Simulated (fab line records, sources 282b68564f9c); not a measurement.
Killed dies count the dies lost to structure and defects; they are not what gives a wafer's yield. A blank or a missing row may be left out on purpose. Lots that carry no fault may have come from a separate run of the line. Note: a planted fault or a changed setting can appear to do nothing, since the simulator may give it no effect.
A struck lot beside a sound one | flow rit cmos | 22 out of 202 route steps
Sound: the wafers L573.1, L573.2, L573.4. The struck wafers were L579.3, L579.4, L579.5. The cause is given at the end.
Each step with rows lists, per side, the tool, then ch with its chambers, then its first start. Under that, the readings that differ: sound wafers | struck wafers | difference of the means | sigmas: that difference in standard deviations of wafers without a fault.
alike: a reading whose means differ by less than 2 such deviations, as well as words and numbers matching on both sides. not compared: withheld readings; readings where some wafer has no value; bounds like >300 that might hide an equal value; numbers whose values overlap and for which the record gives no deviation.
The two part at a step that has a row with sigmas, a row that says differs or no value, or rows on one side only. Non-overlapping numbers with no deviation appear without sigmas and do not part them. A reading missing from all wafers of one side parts the sides only when that side holds two or more wafers.

first, 4 steps without rows for these wafers: RIT_NWELL_SOFTBAKE_02 (time 60 s); RIT_NWELL_EXPOSE_03 (exposes mask M2, target cd 43900 nm); RIT_NWELL_PEB_04; RIT_NWELL_DEVELOP_05 (develop time 68 s).
RIT_NWELL_OVL_MEAS_06:
  sound on overlay-02, day 2 04:11; struck on overlay-02, day 3 08:45
  alike: NWELL_OVL
then, 2 steps without rows for these wafers: RIT_NWELL_HARDBAKE_07 (time 120 s); RIT_NWELL_IMPLANT_08.
RIT_NWELL_STRIP_09: strips in O2, time 180 s.
  sound on plasma asher-02 ch 0,1, day 2 04:38; struck on plasma asher-02 ch 0,1, day 3 09:14
  alike: drypump motor current A
  not compared: rf hours counter h
RIT_NWELL_TW_MEAS_10:
  sound on film metro-01, day 2 04:49; struck on film metro-03, day 3 09:22
  alike: NWELL_TW
then, 3 steps without rows for these wafers: RIT_PWELL_HMDS_00 (prime time 60 s); RIT_PWELL_COAT_01 (resist thk 1300 nm); RIT_PWELL_SOFTBAKE_02 (time 60 s).
RIT_PWELL_EXPOSE_03: exposes mask M3, target cd 43700 nm.
  sound on iline stepper-01 ch 0, day 2 05:26; struck on iline stepper-02 ch 0, day 3 10:04
  reading | sound          | struck         | difference | sigmas
  mask    | M3#0 M3#0 M3#0 | M2#0 M2#0 M2#0 | differs    |
then, 2 steps without rows for these wafers: RIT_PWELL_PEB_04; RIT_PWELL_DEVELOP_05 (develop time 68 s).
RIT_PWELL_OVL_MEAS_06:
  sound on overlay-01, day 2 05:52; struck on overlay-02, day 3 10:31
  reading        | sound       | struck | difference                    | sigmas
  PWELL_OVL (nm) | 2.1 1.2 2.4 | - - -  | no value on the struck wafers |
then, 2 steps without rows for these wafers: RIT_PWELL_HARDBAKE_07 (time 120 s); RIT_PWELL_IMPLANT_08.
RIT_PWELL_STRIP_09: strips in O2, time 180 s.
  sound on plasma asher-01 ch 0,1, day 2 06:19; struck on plasma asher-04 ch 0,1, day 3 11:00
  alike: drypump motor current A
  not compared: rf hours counter h
RIT_PWELL_TW_MEAS_10:
  sound on film metro-01, day 2 06:29; struck on film metro-03, day 3 11:08
  reading  | sound       | struck   | difference | sigmas
  PWELL_TW | 960 965 956 | 30 30 30 | -930       | -99 or more
then, 1 step without rows for these wafers: RIT_WELLDRIVE_ANNEAL_00 (time 14700 s).
RIT_M1_PROBE_99:
  sound on prober-02, day 3 20:21; struck on prober-02, day 5 09:46
  reading             | sound | struck      | difference | sigmas
  killed at front end | 1 8 4 | 264 264 264 | +260       | +93
  killed dies         | 1 8 4 | 264 264 264 | +260       | +90
  killed on rim       | 1 3 2 | 70 70 70    | +68        | +45
  alike: killed open, killed short

## WHERE THEY PART
At RIT_PWELL_EXPOSE_03 first; at RIT_M1_PROBE_99 last (within this record only).

WHY: what had been put in by the simulator
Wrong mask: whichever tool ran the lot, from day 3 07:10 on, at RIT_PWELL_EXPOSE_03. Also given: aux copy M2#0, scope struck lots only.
